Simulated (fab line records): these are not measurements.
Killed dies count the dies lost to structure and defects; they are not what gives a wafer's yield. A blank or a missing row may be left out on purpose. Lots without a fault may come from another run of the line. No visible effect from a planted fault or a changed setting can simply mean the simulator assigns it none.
fab line records + flow ritCmos
[record]
- lots = 7
- wafers = 21
- lastDay = 8
route steps=202 shown NRETRO@60 PRETRO@64 GATE@75 M1@202
lots that met no fault: taken from a fault-free run of the same line
startH: hours from the record's opening day to when the first of the lot's shown wafers began + waitH: hours elapsed since this lot's preceding step + " repeats the value in the row above + L1.1+2: a single row standing in for several wafers + - no value, or no start was given + * or withheld: withheld + < > ~ a bound
route shown NAME@n: a module of which the file shows steps, and the number in the route of the first + usual: mean/standard deviation of fault-free wafers + same: alike in all rows + chamber/n: place in a boat + sites: the reading at each site + _std_site: how widely they spread, as a standard deviation + _edge_site: mean of outer sites minus mean of inner sites + radiusMm: for every site, how far away it sits from the centre of the wafer + mask NAME#n: copy n + behind: the last tool/chamber to shape the wafer + hold: what put the lot on hold/how long, in hours/how the hold closed + device: names the non-switching transistor (n, p or np) + end of line: the route-end tests of the same wafers + where a step has no rows: the recipe by itself + killed: the dies lost at the first sort to structure and to defects; this is not the yield of the wafer + map: dies across one wafer; x = killed, . = not, _ = none there
set.NAME: the setting that was run; set.NAME@STEP: the one run at that earlier step + model.NAME: the simulator's own value behind a step, which no gauge read
lots seen at some steps along the route; tables by step, rows by wafer
services: when a tool's chamber went out of use (startH, in hours from the record's first day, below 0 if earlier), for how many hours, and the reason
[[steps]]
[step RIT_NRETRO_HARDBAKE_07]
[recipe]
- resist = NOVOLAK
- tempC = 140
- timeS = 120
[step RIT_NRETRO_IMPLANT_08]
[recipe]
- species = P
- energyKev = 70
- doseCm2 = 1e+13
- tiltDeg = 7
[step RIT_NRETRO_STRIP_09]
[recipe]
- chemistry = O2
- timeS = 180
- resist = NOVOLAK
- platenTempC = withheld
- powerW = 500
- pressureMtorr = 4000
- o2FlowSccm = 4000
[usual]
- drypumpMotorCurrentA = 5.7/0.54
- rfReflPowerW = 7.8/0.89
| lot.wafer | tool           | chamber | startH | waitH | drypumpMotorCurrentA | rfHoursCounterH | rfReflPowerW |
|-----------|----------------|---------|--------|-------|----------------------|-----------------|--------------|
| L154.1    | plasmaAsher-01 | 1       | 36.19  | 0.1   | 6.0                  | 36              | 7.4          |
| L154.4    | "              | 1       | "      | "     | 6.0                  | -               | 7.6          |
| L154.6    | "              | 1       | "      | "     | 6.0                  | -               | 7.4          |
| L157.2    | plasmaAsher-02 | 0       | 53.78  | 0.1   | 5.8                  | 39              | 6.4          |
| L157.3    | "              | 1       | "      | "     | 5.6                  | -               | 9.6          |
| L157.6    | "              | 1       | "      | "     | 5.6                  | -               | 9.6          |
| L161.1    | plasmaAsher-01 | 0       | 71.86  | 0.1   | 4.7                  | 39              | 7.7          |
| L161.3    | "              | 0       | "      | "     | 4.8                  | -               | 8.0          |
| L161.5    | "              | 0       | "      | "     | 4.8                  | -               | 8.0          |
| L162.2    | plasmaAsher-03 | 1       | 80.12  | 0.1   | 5.9                  | 31              | 7.7          |
| L162.5    | "              | 0       | "      | "     | 6.4                  | -               | 7.8          |
| L162.6    | "              | 1       | "      | "     | 5.9                  | -               | 7.9          |
| L164.1    | plasmaAsher-03 | 1       | 86.31  | 0.1   | 5.9                  | 32              | 7.8          |
| L164.3    | "              | 1       | "      | "     | 5.9                  | -               | 7.6          |
| L164.5    | "              | 0       | "      | "     | 6.4                  | -               | 8.0          |
| L172.1    | plasmaAsher-01 | 0       | 135.27 | 0.1   | 4.7                  | 46              | 7.5          |
| L172.2    | "              | 1       | "      | "     | 6.0                  | 46              | 7.2          |
| L172.3    | "              | 0       | "      | "     | 4.8                  | -               | 7.6          |
| L175.1    | plasmaAsher-03 | 0       | 152.89 | 0.1   | 6.4                  | 38              | 7.5          |
| L175.4    | "              | 1       | "      | "     | 5.9                  | -               | 7.8          |
| L175.5    | "              | 0       | "      | "     | 6.4                  | -               | 7.8          |
[step RIT_NRETRO_TW_MEAS_10]
[usual]
- NRETRO_TW = 1054/8.1
| lot.wafer | tool         | chamber | startH | waitH | NRETRO_TW |
|-----------|--------------|---------|--------|-------|-----------|
| L154.1    | filmMetro-03 | -       | 36.37  | 0.1   | 1057      |
| L154.4    | "            | -       | "      | "     | 1069      |
| L154.6    | "            | -       | "      | "     | 1066      |
| L157.2    | filmMetro-04 | -       | 53.97  | 0.1   | 1047      |
| L157.3    | "            | -       | "      | "     | 1045      |
| L157.6    | "            | -       | "      | "     | 1045      |
| L161.1    | filmMetro-02 | -       | 72.03  | 0.1   | 1054      |
| L161.3    | "            | -       | "      | "     | 1050      |
| L161.5    | "            | -       | "      | "     | 1052      |
| L162.2    | filmMetro-02 | -       | 80.30  | 0.1   | 1060      |
| L162.5    | "            | -       | "      | "     | 1056      |
| L162.6    | "            | -       | "      | "     | 1054      |
| L164.1    | filmMetro-03 | -       | 86.49  | 0.1   | 1066      |
| L164.3    | "            | -       | "      | "     | 1073      |
| L164.5    | "            | -       | "      | "     | 1077      |
| L172.1    | filmMetro-04 | -       | 135.44 | 0.1   | 1047      |
| L172.2    | "            | -       | "      | "     | 1048      |
| L172.3    | "            | -       | "      | "     | 1046      |
| L175.1    | filmMetro-04 | -       | 153.06 | 0.1   | 1045      |
| L175.4    | "            | -       | "      | "     | 1050      |
| L175.5    | "            | -       | "      | "     | 1039      |
[step RIT_PRETRO_HMDS_00]
[recipe]
- primeTimeS = 60
- primeTempC = 140
[step RIT_PRETRO_COAT_01]
[recipe]
- resist = NOVOLAK
- spinRpm = 2000
- resistThkNm = 1300
[step RIT_PRETRO_SOFTBAKE_02]
[recipe]
- resist = NOVOLAK
- tempC = 90
- timeS = 60
[step RIT_PRETRO_EXPOSE_03]
[recipe]
- maskId = M5
- na = 0.57
- targetCdNm = 43700
- doseMj = 250
[step RIT_PRETRO_PEB_04]
[recipe]
- resist = NOVOLAK
- tempC = withheld
- timeS = withheld
[step RIT_PRETRO_DEVELOP_05]
[recipe]
- resist = NOVOLAK
- developTimeS = 68
- devTempC = 23
[step RIT_PRETRO_OVL_MEAS_06]
[usual]
- PRETRO_OVL = -0.4/1.6
| lot.wafer | tool       | chamber | startH | waitH | PRETRO_OVL[nm] |
|-----------|------------|---------|--------|-------|----------------|
| L154.1    | overlay-02 | -       | 37.31  | -     | 2.2            |
| L154.4    | "          | -       | "      | "     | 0.6            |
| L154.6    | "          | -       | "      | "     | 3.5            |
| L157.2    | overlay-02 | -       | 54.91  | -     | -2.7           |
| L157.3    | "          | -       | "      | "     | -2.5           |
| L157.6    | "          | -       | "      | "     | -0.5           |
| L161.1    | overlay-02 | -       | 73.12  | -     | 2.3            |
| L161.3    | "          | -       | "      | "     | 1.4            |
| L161.5    | "          | -       | "      | "     | 1.4            |
| L162.2    | overlay-02 | -       | 81.24  | -     | 1.1            |
| L162.5    | "          | -       | "      | "     | -1.2           |
| L162.6    | "          | -       | "      | "     | 0.7            |
| L164.1    | overlay-01 | -       | 87.55  | -     | 0.7            |
| L164.3    | "          | -       | "      | "     | -1.2           |
| L164.5    | "          | -       | "      | "     | 0.5            |
| L172.1    | overlay-01 | -       | 136.51 | -     | 1.3            |
| L172.2    | "          | -       | "      | "     | 0.6            |
| L172.3    | "          | -       | "      | "     | 0.6            |
| L175.1    | overlay-02 | -       | 154.00 | -     | -1.1           |
| L175.4    | "          | -       | "      | "     | -2.3           |
| L175.5    | "          | -       | "      | "     | -2.4           |
[step RIT_PRETRO_HARDBAKE_07]
[recipe]
- resist = NOVOLAK
- tempC = 140
- timeS = 120
[step RIT_PRETRO_IMPLANT_08]
[recipe]
- species = B
- energyKev = 45
- doseCm2 = 1.2e+13
- tiltDeg = 7
[usual]
- beamOnS = 9.99/0.2
- doseIonsCm2 = 1.2003e+13/1.2e+10
- endStationPressureTorr = 5.05e-06/2.6e-07
- faradayCurrentUA = 38.1/0.76
| lot.wafer | tool         | chamber | startH | waitH | beamOnS | doseIonsCm2 | endStationPressureTorr | faradayCurrentUA |
|-----------|--------------|---------|--------|-------|---------|-------------|------------------------|------------------|
| L154.1    | implanter-03 | 0       | 37.59  | 0.2   | 9.81    | 1.2013e+13  | 5.17e-06               | 38.7             |
| L154.4    | "            | 0       | "      | "     | 9.82    | 1.1994e+13  | 5.43e-06               | 39.1             |
| L154.6    | "            | 0       | "      | "     | 10.17   | 1.2015e+13  | 5.2e-06                | 37.5             |
| L157.2    | implanter-04 | 0       | 55.21  | 0.2   | 10.15   | 1.1998e+13  | 5.83e-06               | 37.5             |
| L157.3    | "            | 0       | "      | "     | 10.15   | 1.2005e+13  | 5.67e-06               | 37.5             |
| L157.6    | "            | 0       | "      | "     | 10.29   | 1.1984e+13  | 4.9e-06                | 36.8             |
| L161.1    | implanter-03 | 0       | 73.40  | 0.2   | 11.96   | 1.2e+13     | 9.712e-05              | 32.1             |
| L161.3    | "            | 0       | "      | "     | 12.33   | 1.2016e+13  | 9.715e-05              | 31.2             |
| L161.5    | "            | 0       | "      | "     | 12.15   | 1.2002e+13  | 9.587e-05              | 31.6             |
| L162.2    | implanter-03 | 0       | 81.54  | 0.2   | 12.34   | 1.2009e+13  | 9.049e-05              | 31.2             |
| L162.5    | "            | 0       | "      | "     | 11.90   | 1.2004e+13  | 9.919e-05              | 32.4             |
| L162.6    | "            | 0       | "      | "     | 12.00   | 1.1995e+13  | 0.00010399             | 31.9             |
| L164.1    | implanter-03 | 0       | 87.84  | 0.2   | 12.44   | 1.2001e+13  | 8.833e-05              | 30.9             |
| L164.3    | "            | 0       | "      | "     | 11.68   | 1.201e+13   | 9.552e-05              | 32.9             |
| L164.5    | "            | 0       | "      | "     | 12.35   | 1.2003e+13  | 0.000101               | 31.2             |
| L172.1    | implanter-04 | 0       | 136.79 | 0.2   | 10.14   | 1.2011e+13  | 4.55e-06               | 37.5             |
| L172.2    | "            | 0       | "      | "     | 9.83    | 1.2012e+13  | 4.96e-06               | 38.6             |
| L172.3    | "            | 0       | "      | "     | 10.25   | 1.1997e+13  | 5.54e-06               | 37.2             |
| L175.1    | implanter-01 | 0       | 154.29 | 0.2   | 9.94    | 1.2006e+13  | 5.21e-06               | 38.2             |
| L175.4    | "            | 0       | "      | "     | 10.19   | 1.2003e+13  | 5.23e-06               | 37.4             |
| L175.5    | "            | 0       | "      | "     | 9.93    | 1.2023e+13  | 5.05e-06               | 38.4             |
[step RIT_PRETRO_STRIP_09]
[recipe]
- chemistry = O2
- timeS = 180
- resist = NOVOLAK
- platenTempC = withheld
- powerW = 500
- pressureMtorr = 4000
- o2FlowSccm = 4000
[usual]
- drypumpMotorCurrentA = 5.6/0.46
- rfReflPowerW = 7.2/1.2
| lot.wafer | tool           | chamber | startH | waitH | drypumpMotorCurrentA | rfHoursCounterH | rfReflPowerW |
|-----------|----------------|---------|--------|-------|----------------------|-----------------|--------------|
| L154.1    | plasmaAsher-04 | 1       | 37.74  | 0.1   | 5.9                  | 40              | 6.5          |
| L154.4    | "              | 0       | "      | "     | 5.8                  | -               | 5.6          |
| L154.6    | "              | 1       | "      | "     | 5.9                  | -               | 6.1          |
| L157.2    | plasmaAsher-01 | 0       | 55.34  | 0.1   | 4.7                  | 37              | 7.8          |
| L157.3    | "              | 1       | "      | "     | 6.0                  | -               | 7.5          |
| L157.6    | "              | 1       | "      | "     | 6.0                  | -               | 7.6          |
| L161.1    | plasmaAsher-01 | 0       | 73.55  | 0.1   | 4.7                  | 39              | 7.9          |
| L161.3    | "              | 0       | "      | "     | 4.8                  | -               | 7.7          |
| L161.5    | "              | 1       | "      | "     | 6.0                  | -               | 7.3          |
| L162.2    | plasmaAsher-04 | 0       | 81.67  | 0.1   | 5.8                  | 45              | 5.5          |
| L162.5    | "              | 1       | "      | "     | 5.9                  | -               | 6.5          |
| L162.6    | "              | 0       | "      | "     | 5.8                  | -               | 5.6          |
| L164.1    | plasmaAsher-01 | 1       | 87.99  | 0.1   | 6.0                  | 41              | 7.5          |
| L164.3    | "              | 0       | "      | "     | 4.8                  | -               | 7.7          |
| L164.5    | "              | 0       | "      | "     | 4.7                  | -               | 8.0          |
| L172.1    | plasmaAsher-02 | 0       | 136.94 | 0.1   | 5.8                  | 46              | 6.6          |
| L172.2    | "              | 1       | "      | "     | 5.6                  | 46              | 9.6          |
| L172.3    | "              | 1       | "      | "     | 5.7                  | -               | 9.8          |
| L175.1    | plasmaAsher-01 | 0       | 154.44 | 0.1   | 4.7                  | 48              | 8.3          |
| L175.4    | "              | 1       | "      | "     | 6.0                  | -               | 7.1          |
| L175.5    | "              | 1       | "      | "     | 6.0                  | -               | 7.3          |
[step RIT_PRETRO_TW_MEAS_10]
[usual]
- PRETRO_TW = 471/4.5
| lot.wafer | tool         | chamber | startH | waitH | PRETRO_TW |
|-----------|--------------|---------|--------|-------|-----------|
| L154.1    | filmMetro-02 | -       | 37.92  | 0.1   | 474       |
| L154.4    | "            | -       | "      | "     | 471       |
| L154.6    | "            | -       | "      | "     | 475       |
| L157.2    | filmMetro-02 | -       | 55.52  | 0.1   | 477       |
| L157.3    | "            | -       | "      | "     | 476       |
| L157.6    | "            | -       | "      | "     | 477       |
| L161.1    | filmMetro-02 | -       | 73.73  | 0.1   | 508       |
| L161.3    | "            | -       | "      | "     | 508       |
| L161.5    | "            | -       | "      | "     | 506       |
| L162.2    | filmMetro-01 | -       | 81.85  | 0.1   | 497       |
| L162.5    | "            | -       | "      | "     | 496       |
| L162.6    | "            | -       | "      | "     | 494       |
| L164.1    | filmMetro-02 | -       | 88.16  | 0.1   | 505       |
| L164.3    | "            | -       | "      | "     | 505       |
| L164.5    | "            | -       | "      | "     | 505       |
| L172.1    | filmMetro-01 | -       | 137.12 | 0.1   | 469       |
| L172.2    | "            | -       | "      | "     | 469       |
| L172.3    | "            | -       | "      | "     | 470       |
| L175.1    | filmMetro-01 | -       | 154.61 | 0.1   | 468       |
| L175.4    | "            | -       | "      | "     | 465       |
| L175.5    | "            | -       | "      | "     | 463       |
[step RIT_GATE_WET_ETCH_00]
[recipe]
- chemistry = BOE
- target = SiO2
- targetDepthNm = 56
- timeS = 60
- dry = n2Spin
- dilution = 10:1
- tempC = 21.5
[step RIT_M1_PROBE_99]
[usual]
- killedAtFrontEnd = 6.6/2.7
- killedDies = 6.7/2.7
- killedOnRim = 1.7/1.4
- killedOpen = 3.4/2
- killedShort = 3.2/1.8
[same]
- grossDies = 264
- killed_at_M0_to_M3 = 0
- killed_at_M4_up = 0
- killedAtBackSide = 0
- killedAtContacts = 0
- killedAtOther = 0
| lot.wafer | tool      | chamber | startH | waitH | killedAtFrontEnd | killedDies | killedOnRim | killedOpen | killedShort | model.etest.nmos_0p3.rOnOhmUm | model.etest.nmos_0p15.rOnOhmUm | model.etest.nmosTurned.driveUaUm | model.etest.nmos_0p15.driveUaUm | model.etest.nmos_0p3.driveUaUm | model.etest.nmosNarrow.driveUaUm | model.etest.nmos_0p15.offLog10AUm | model.etest.retroEdgeNmos.offLog10AUm |
|-----------|-----------|---------|--------|-------|------------------|------------|-------------|------------|-------------|-------------------------------|--------------------------------|----------------------------------|---------------------------------|--------------------------------|----------------------------------|-----------------------------------|---------------------------------------|
| L154.1    | prober-01 | -       | 69.74  | 0.1   | 4                | 4          | 1           | 2          | 2           | 2170                          | 1142                           | 322.6                            | 466.1                           | 222.8                          | 225.2                            | -10.11                            | -10.01                                |
| L154.4    | prober-01 | -       | 69.89  | 0.2   | 8                | 8          | 2           | 4          | 4           | 2150                          | 1115                           | 337.9                            | 475.8                           | 226.7                          | 225                              | -9.757                            | -9.501                                |
| L154.6    | prober-01 | -       | 69.99  | 0.2   | 7                | 7          | 1           | 5          | 2           | 2196                          | 1141                           | 322.7                            | 463.5                           | 222.2                          | 218.6                            | -10.28                            | -10.15                                |
| L157.2    | prober-02 | -       | 82.70  | 0.1   | 6                | 6          | 0           | 3          | 3           | 2131                          | 1116                           | 333.6                            | 467.1                           | 227.6                          | 228.3                            | -10.15                            | -10.22                                |
| L157.3    | prober-02 | -       | 82.75  | 0.2   | 6                | 6          | 1           | 3          | 3           | 2124                          | 1124                           | 331.9                            | 475.6                           | 228.8                          | 229.8                            | -9.948                            | -9.844                                |
| L157.6    | prober-02 | -       | 82.90  | 0.2   | 5                | 5          | 1           | 5          | 0           | 2127                          | 1123                           | 321.3                            | 476.7                           | 231.1                          | 232.8                            | -9.76                             | -9.52                                 |
| L161.1    | prober-02 | -       | 99.66  | 0.1   | 6                | 6          | 3           | 6          | 0           | 2243                          | 1150                           | 312.2                            | 432                             | 207.1                          | 211.7                            | -11.01                            | -10.8                                 |
| L161.3    | prober-02 | -       | 99.76  | 0.2   | 4                | 4          | 1           | 1          | 3           | 2245                          | 1146                           | 314.4                            | 442.4                           | 210.6                          | 212.8                            | -10.93                            | -10.84                                |
| L161.5    | prober-02 | -       | 99.86  | 0.2   | 5                | 5          | 4           | 3          | 2           | 2241                          | 1165                           | 318.4                            | 439                             | 208.5                          | 215.8                            | -10.98                            | -10.92                                |
| L162.2    | prober-01 | -       | 109.31 | 0.1   | 5                | 5          | 3           | 3          | 2           | 2264                          | 1160                           | 299.3                            | 437.9                           | 202.3                          | 204.8                            | -10.71                            | -10.45                                |
| L162.5    | prober-01 | -       | 109.46 | 0.2   | 5                | 5          | 0           | 4          | 1           | 2273                          | 1175                           | 295.3                            | 437.6                           | 203.1                          | 207.6                            | -10.58                            | -10.51                                |
| L162.6    | prober-01 | -       | 109.51 | 0.2   | 6                | 6          | 1           | 3          | 3           | 2286                          | 1177                           | 291.6                            | 432.1                           | 203.8                          | 208.1                            | -10.96                            | -10.84                                |
| L164.1    | prober-01 | -       | 114.71 | 0.1   | 6                | 6          | 1           | 3          | 3           | 2331                          | 1219                           | 265.6                            | 415.5                           | 198.4                          | 198.8                            | -11.34                            | -11.15                                |
| L164.3    | prober-01 | -       | 114.81 | 0.2   | 2                | 2          | 2           | 1          | 1           | 2354                          | 1242                           | 255.6                            | 411.5                           | 199.2                          | 197.6                            | -11.13                            | -11.01                                |
| L164.5    | prober-01 | -       | 114.91 | 0.2   | 6                | 6          | 4           | 3          | 3           | 2343                          | 1236                           | 264.2                            | 406.6                           | 199                            | 200.3                            | -11.36                            | -11.22                                |
| L172.1    | prober-01 | -       | 175.09 | 0.1   | 7                | 7          | 2           | 5          | 2           | 2134                          | 1120                           | 331.6                            | 475.7                           | 229.5                          | 228.8                            | -10.28                            | -10.23                                |
| L172.2    | prober-01 | -       | 175.14 | 0.1   | 9                | 9          | 3           | 4          | 5           | 2127                          | 1141                           | 333.3                            | 472.5                           | 228.8                          | 223.6                            | -10.23                            | -9.986                                |
| L172.3    | prober-01 | -       | 175.19 | 0.2   | 15               | 15         | 5           | 9          | 6           | 2150                          | 1117                           | 332.6                            | 470.8                           | 223.1                          | 218.4                            | -9.976                            | -9.927                                |
| L175.1    | prober-02 | -       | 189.16 | 0.1   | 6                | 6          | 1           | 5          | 1           | 2189                          | 1206                           | 313.1                            | 454.1                           | 227.5                          | 229.4                            | -10.44                            | -10.33                                |
| L175.4    | prober-02 | -       | 189.31 | 0.2   | 5                | 5          | 0           | 2          | 3           | 2162                          | 1162                           | 321.7                            | 461.6                           | 229.2                          | 225.7                            | -10.33                            | -10.11                                |
| L175.5    | prober-02 | -       | 189.36 | 0.2   | 8                | 8          | 2           | 4          | 4           | 2189                          | 1163                           | 318.8                            | 456.1                           | 225.2                          | 227.4                            | -10.39                            | -10.29                                |
// killed by level:class
L154.1 FOX1:geometricParticle:open=1 GATE:geometricParticle:short=1 SPACER:geometricParticle:short=1 SPACER:geometricParticle:open=1
L154.4 FOX1:geometricParticle:short=3 GATE:geometricParticle:open=3 FOX1:geometricParticle:open=1 GATE:geometricParticle:short=1
L154.6 FOX1:geometricParticle:open=2 FOX1:geometricParticle:short=1 GATE:geometricParticle:open=1 REOX:geometricParticle:open=1 REOX:geometricParticle:short=1 SPACER:geometricParticle:open=1
L157.2 GATE:geometricParticle:short=2 GATE:geometricParticle:open=2 FOX1:geometricParticle:open=1 SPACER:geometricParticle:short=1
L157.3 GATE:geometricParticle:open=2 FOX1:geometricParticle:short=1 FOX2:geometricParticle:short=1 SPACER:geometricParticle:short=1 SILICIDE:geometricParticle:open=1
L157.6 FOX1:geometricParticle:open=2 REOX:geometricParticle:open=2 FOX2:geometricParticle:open=1
L161.1 GATE:geometricParticle:open=5 REOX:geometricParticle:open=1
L161.3 FOX2:geometricParticle:short=1 GATE:geometricParticle:short=1 SPACER:geometricParticle:open=1 SILICIDE:geometricParticle:short=1
L161.5 GATE:geometricParticle:short=2 FOX2:geometricParticle:open=1 GATE:geometricParticle:open=1 SILICIDE:geometricParticle:open=1
L162.2 FOX1:geometricParticle:short=1 FOX1:geometricParticle:open=1 FOX2:geometricParticle:short=1 FOX2:geometricParticle:open=1 REOX:geometricParticle:open=1
L162.5 GATE:geometricParticle:open=3 FOX1:geometricParticle:short=1 FOX1:geometricParticle:open=1
L162.6 GATE:geometricParticle:open=3 FOX2:geometricParticle:short=1 GATE:geometricParticle:short=1 SPACER:geometricParticle:short=1
L164.1 GATE:geometricParticle:open=1 REOX:geometricParticle:short=1 REOX:geometricParticle:open=1 SPACER:geometricParticle:short=1 SILICIDE:geometricParticle:open=1 SILICIDE:geometricParticle:short=1
L164.3 GATE:geometricParticle:open=1 REOX:geometricParticle:short=1
L164.5 GATE:geometricParticle:open=2 GATE:geometricParticle:short=1 REOX:geometricParticle:open=1 REOX:geometricParticle:short=1 SILICIDE:geometricParticle:short=1
L172.1 GATE:geometricParticle:open=3 FOX2:geometricParticle:open=1 GATE:geometricParticle:short=1 SPACER:geometricParticle:short=1 SILICIDE:geometricParticle:open=1
L172.2 GATE:geometricParticle:open=3 REOX:geometricParticle:short=2 FOX1:geometricParticle:short=1 GATE:geometricParticle:short=1 SPACER:geometricParticle:short=1 SPACER:geometricParticle:open=1
L172.3 GATE:geometricParticle:open=5 GATE:geometricParticle:short=2 SPACER:geometricParticle:open=2 SILICIDE:geometricParticle:short=2 FOX2:geometricParticle:open=1 REOX:geometricParticle:open=1 REOX:geometricParticle:short=1 SPACER:geometricParticle:short=1
L175.1 GATE:geometricParticle:open=2 SPACER:geometricParticle:open=2 FOX1:geometricParticle:open=1 FOX2:geometricParticle:short=1
L175.4 ACTIVE:geometricParticle:short=1 GATE:geometricParticle:open=1 GATE:geometricParticle:short=1 SPACER:geometricParticle:open=1 SILICIDE:geometricParticle:short=1
L175.5 FOX1:geometricParticle:short=1 FOX2:geometricParticle:short=1 GATE:geometricParticle:open=1 GATE:geometricParticle:short=1 REOX:geometricParticle:open=1 SPACER:geometricParticle:short=1 SPACER:geometricParticle:open=1 SILICIDE:geometricParticle:open=1
[[services]]
| tool           | chamber | startH | hours | kind      |
|----------------|---------|--------|-------|-----------|
| implanter-03   | -       | 15.53  | 19.5  | pm        |
| plasmaAsher-02 | -       | 30.61  | 0.4   | repair    |
| implanter-01   | -       | 70.07  | 1.7   | repair    |
| plasmaAsher-02 | -       | 83.87  | 14.6  | pm        |
| implanter-04   | -       | 87.31  | 2.3   | repair    |
| plasmaAsher-01 | -       | 103.33 | 0.4   | repair    |
| implanter-03   | -       | 108.03 | 3.6   | pm        |
| plasmaAsher-04 | -       | 108.75 | 9.0   | pm        |
| plasmaAsher-04 | 0       | 108.75 | 9.0   | ventCycle |
| plasmaAsher-04 | 1       | 108.75 | 9.0   | ventCycle |
| plasmaAsher-04 | 0       | 117.75 | -     | clean     |
| plasmaAsher-04 | 1       | 117.75 | -     | clean     |
| plasmaAsher-04 | -       | 146.74 | 1.6   | repair    |
[[key]]
[firstSign]
- step = RIT_PRETRO_IMPLANT_08
- reading = endStationPressureTorr
- direction = up
- sigmas = 99+
- usual = 5.05e-06
- struck = 9.652e-05
[effect]
- step = RIT_PRETRO_IMPLANT_08
- reading = beamOnS
- direction = up
- sigmas = 11
- usual = 9.99
- struck = 12.13
[effect]
- step = RIT_PRETRO_TW_MEAS_10
- reading = PRETRO_TW
- direction = up
- sigmas = 7
- usual = 471
- struck = 503
[modelEffect]
- step = RIT_M1_PROBE_99
- value = etest.nmos_0p3.rOnOhmUm
- without = 2190
- struck = 2287
metAt RIT_PRETRO_IMPLANT_08
struckWafers L161.1,L161.3,L161.5,L162.2,L162.5,L162.6,L164.1,L164.3,L164.5
testerLeftOut L161,L162,L164
onsetBetween 37.59 73.40
[fault]
- kind = processParameterDrift
- tool = implanter-03
- chamber = -
- onsetH = 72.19
- steps = RIT_PRETRO_IMPLANT_08
- channel = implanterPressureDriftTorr
- offset = 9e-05
- shape = step
- endH = 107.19
[fault]
- kind = processParameterDrift
- tool = implanter-03
- chamber = -
- onsetH = 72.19
- steps = RIT_PRETRO_IMPLANT_08
- channel = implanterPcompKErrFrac
- offset = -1
- shape = step
- endH = 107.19
// testerLeftOut: of these lots the tester's yield and bins aren't shown, on N5 and GAA mostly nor the transistor test; their killed dies are dies lost to structure and defects alone, not to doping, threshold or leakage, so they don't give the yield
